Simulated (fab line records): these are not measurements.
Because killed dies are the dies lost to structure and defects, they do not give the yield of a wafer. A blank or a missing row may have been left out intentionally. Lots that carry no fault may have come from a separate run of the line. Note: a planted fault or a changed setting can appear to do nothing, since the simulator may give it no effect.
Which tool is to blame?    flow berkeleyCmos170    14 lots with 42 wafers sampled at 5 steps, on a route of 331 steps

WHAT EACH GAUGE READ, for each wafer
UCB170_NWELL_TW_MEAS_16. Usual: NWELL_TW typically reads 1249, with standard deviation 12.
lot   measured     on            NWELL_TW                       flag
L686  day 2 17:25  filmMetro-04  1261 1271 1269                 
L685  day 2 17:33  filmMetro-02  1241 1234 1236                 
L687  day 3 03:35  filmMetro-04  1256 1251 1249                 
L689  day 3 10:34  filmMetro-04  1251 1252 1251                 
L688  day 3 10:43  filmMetro-02  1241 1235 1241                 
L691  day 3 18:12  filmMetro-04  1252 1253 1248                 
L692  day 4 06:31  filmMetro-04  1262 1255 1261                 
L694  day 4 13:05  filmMetro-03  1230 1227 1227                 
L695  day 4 21:07  filmMetro-02  1229 1228 1238                 
L696  day 4 21:11  filmMetro-04  1256 1255 1252                 
L697  day 5 06:35  filmMetro-04  1265 1261 1267                 
L700  day 5 17:49  filmMetro-04  1262 1267 1267                 
L702  day 6 01:14  filmMetro-04  1078 1079 1080 1083 1081 1076  OFF
L704  day 6 10:49  filmMetro-04  1082 1082 1083 1084 1088 1083  OFF

UCB170_ACTIVE_OVL_MEAS_14. Usual: ACTIVE_OVL typically reads -2 nm, with standard deviation 5.
lot   measured     on          ACTIVE_OVL (nm)  flag
L686  day 4 23:16  overlay-01  6 2 1            
L685  day 4 23:11  overlay-01  1 3 -1           
L687  day 5 07:28  overlay-01  -11 -11 0        
L689  day 5 19:18  overlay-01  -10 -1 2         
L688  day 5 18:28  overlay-01  1 7 -2           
L691  day 5 18:58  overlay-02  -3 0 3           
L692  day 6 13:37  overlay-01  0 -1 0           
L694  day 7 06:29  overlay-01  -3 1 -2          
L695  day 7 06:36  overlay-02  6 2 1            
L696  day 7 06:53  overlay-02  -3 -4 -8         
L697  day 7 20:16  overlay-01  -2 -3 -15        
L700  day 8 05:50  overlay-02  4 12 6           
L702  day 8 05:50  overlay-01  -6 -8 -9         
L704  day 9 01:10  overlay-01  -7 -11 -7        

TOOL THAT RAN EACH LOT (tool first, then ch and the chambers of the sampled wafers, then the start)
lot   UCB170_NWELL_ETCH_13              UCB170_NWELL_IMPLANT_14         UCB170_NWELL_STRIP_15
L686  rieDiel-04 ch 1,2, day 2 17:03    implanter-04 ch 0, day 2 17:11  plasmaAsher-03 ch 0,1, day 2 17:18
L685  rieDiel-02 ch 0,2, day 2 17:12    implanter-02 ch 0, day 2 17:18  plasmaAsher-03 ch 0,1, day 2 17:27
L687  rieDiel-02 ch 0,2,3, day 3 03:14  implanter-03 ch 0, day 3 03:20  plasmaAsher-03 ch 0,1, day 3 03:29
L689  rieDiel-04 ch 2,3, day 3 10:13    implanter-03 ch 0, day 3 10:19  plasmaAsher-02 ch 0,1, day 3 10:28
L688  rieDiel-01 ch 0,1,2, day 3 10:15  implanter-03 ch 0, day 3 10:28  plasmaAsher-03 ch 0,1, day 3 10:37
L691  rieDiel-04 ch 0,2, day 3 17:51    implanter-03 ch 0, day 3 17:57  plasmaAsher-04 ch 0,1, day 3 18:06
L692  rieDiel-02 ch 2,3, day 4 06:05    implanter-04 ch 0, day 4 06:14  plasmaAsher-04 ch 0,1, day 4 06:22
L694  rieDiel-01 ch 1,2, day 4 12:43    implanter-02 ch 0, day 4 12:53  plasmaAsher-02 ch 0,1, day 4 12:59
L695  rieDiel-04 ch 1,2,3, day 4 20:46  implanter-03 ch 0, day 4 20:53  plasmaAsher-02 ch 0,1, day 4 21:01
L696  rieDiel-01 ch 0,3, day 4 20:50    implanter-04 ch 0, day 4 20:58  plasmaAsher-03 ch 0,1, day 4 21:05
L697  rieDiel-01 ch 0,1, day 5 06:13    implanter-02 ch 0, day 5 06:23  plasmaAsher-03 ch 0,1, day 5 06:30
L700  rieDiel-04 ch 1,2,3, day 5 17:25  implanter-02 ch 0, day 5 17:36  plasmaAsher-03 ch 0,1, day 5 17:43
L702  rieDiel-04 ch 0,1,3, day 6 00:52  implanter-04 ch 0, day 6 01:00  plasmaAsher-04 ch 0,1, day 6 01:08
L704  rieDiel-04 ch 1,2, day 6 10:28    implanter-04 ch 0, day 6 10:34  plasmaAsher-04 ch 0,1, day 6 10:43
- UCB170_NWELL_ETCH_13: etches Si3N4 in CH3F/Ar/O2, stops on SiO2, target depth 246.4 nm, time 154 s.
- UCB170_NWELL_IMPLANT_14
- UCB170_NWELL_STRIP_15: strips in O2.

AS READ BY THE TOOLS THEMSELVES (means over the sampled wafers that have a number; for cases with no such wafer, the mark the record gives instead)
UCB170_NWELL_ETCH_13. Usual: drypumpMotorCurrentA 5.9 A, standard deviation 0.32; oesProductAu 0.943 a.u., standard deviation 0.013; throttleValvePct 8.07 %, standard deviation 0.14.
lot   tool        drypumpMotorCurrentA (A)  oesProductAu (a.u.)  throttleValvePct (%)  flag
L686  rieDiel-04  6.0                       0.954                7.95                  
L685  rieDiel-02  6.0                       0.962                8.23                  
L687  rieDiel-02  5.7                       0.945                8.13                  
L689  rieDiel-04  6.0                       0.958                8.10                  
L688  rieDiel-01  6.0                       0.940                7.98                  
L691  rieDiel-04  5.9                       0.943                8.18                  
L692  rieDiel-02  5.6                       0.945                8.10                  
L694  rieDiel-01  5.9                       0.941                7.94                  
L695  rieDiel-04  6.0                       0.939                8.03                  
L696  rieDiel-01  6.2                       0.945                8.09                  
L697  rieDiel-01  5.8                       0.939                8.03                  
L700  rieDiel-04  6.0                       0.941                8.03                  
L702  rieDiel-04  6.2                       0.943                8.02                  
L704  rieDiel-04  5.9                       0.947                8.06                  

UCB170_NWELL_IMPLANT_14. Usual: doseIonsCm2 1e+13, standard deviation 1.1e+10; faradayCurrentUA 31.7, standard deviation 0.63.
lot   tool          doseIonsCm2  faradayCurrentUA  flag
L686  implanter-04  1e+13        32.1              
L685  implanter-02  1e+13        31.7              
L687  implanter-03  1e+13        31.1              
L689  implanter-03  1e+13        32.4              
L688  implanter-03  1e+13        31.6              
L691  implanter-03  1e+13        31.6              
L692  implanter-04  1e+13        31.4              
L694  implanter-02  1e+13        31.3              
L695  implanter-03  1e+13        31.5              
L696  implanter-04  1e+13        31.6              
L697  implanter-02  1e+13        32.1              
L700  implanter-02  1e+13        31.9              
L702  implanter-04  6e+12        19.9              OFF
L704  implanter-04  6e+12        19.7              OFF

UCB170_NWELL_STRIP_15. Usual: drypumpMotorCurrentA 5.6 A, standard deviation 0.44; oesProductAu 0.721 a.u., standard deviation 0.0044; stripTimeToEndpointS 18.01 s, standard deviation 0.084.
lot   tool            drypumpMotorCurrentA (A)  oesProductAu (a.u.)  stripTimeToEndpointS (s)  flag
L686  plasmaAsher-03  5.3                       0.720                18.00                     
L685  plasmaAsher-03  5.3                       0.719                17.94                     
L687  plasmaAsher-03  5.3                       0.725                17.94                     
L689  plasmaAsher-02  6.1                       0.723                18.00                     
L688  plasmaAsher-03  5.2                       0.720                18.04                     
L691  plasmaAsher-04  5.7                       0.721                17.92                     
L692  plasmaAsher-04  5.8                       0.725                18.05                     
L694  plasmaAsher-02  6.1                       0.721                18.16                     
L695  plasmaAsher-02  5.8                       0.718                18.05                     
L696  plasmaAsher-03  5.5                       0.717                18.08                     
L697  plasmaAsher-03  5.2                       0.718                17.95                     
L700  plasmaAsher-03  5.2                       0.717                17.89                     
L702  plasmaAsher-04  5.8                       0.720                17.92                     
L704  plasmaAsher-04  5.8                       0.728                18.09                     

THE ANSWER, worked out from the rows above alone
Rule: a lot counts as off when the mean over its wafers that have a number is more than 3 standard deviations away from the usual mean. Also off: a lot with no number at a reading for which 4 or more lots have one. All remaining lots with rows at the step are treated as sound. After the gauges, taken in route order, come the tools' own readings; for these a lot's mean is taken, as printed above. At the first step where some lot is off, the reading lying furthest off is the one used; lots without a number count as furthest.
Off: at UCB170_NWELL_TW_MEAS_16 (NWELL_TW), L702, L704.
A tool fits if, at a process step before that reading, it ran every lot that is off, and no sound lot after the first of them. Not tried: the gauges at UCB170_NWELL_TW_MEAS_16; whatever is off there is also off at UCB170_NWELL_IMPLANT_14, on other tools, and gauge error can't account for it. Can't be told from this: 3 tools fit, rieDiel-04 at UCB170_NWELL_ETCH_13, implanter-04 at UCB170_NWELL_IMPLANT_14, plasmaAsher-04 at UCB170_NWELL_STRIP_15.

WHAT THE SIMULATOR PUT IN
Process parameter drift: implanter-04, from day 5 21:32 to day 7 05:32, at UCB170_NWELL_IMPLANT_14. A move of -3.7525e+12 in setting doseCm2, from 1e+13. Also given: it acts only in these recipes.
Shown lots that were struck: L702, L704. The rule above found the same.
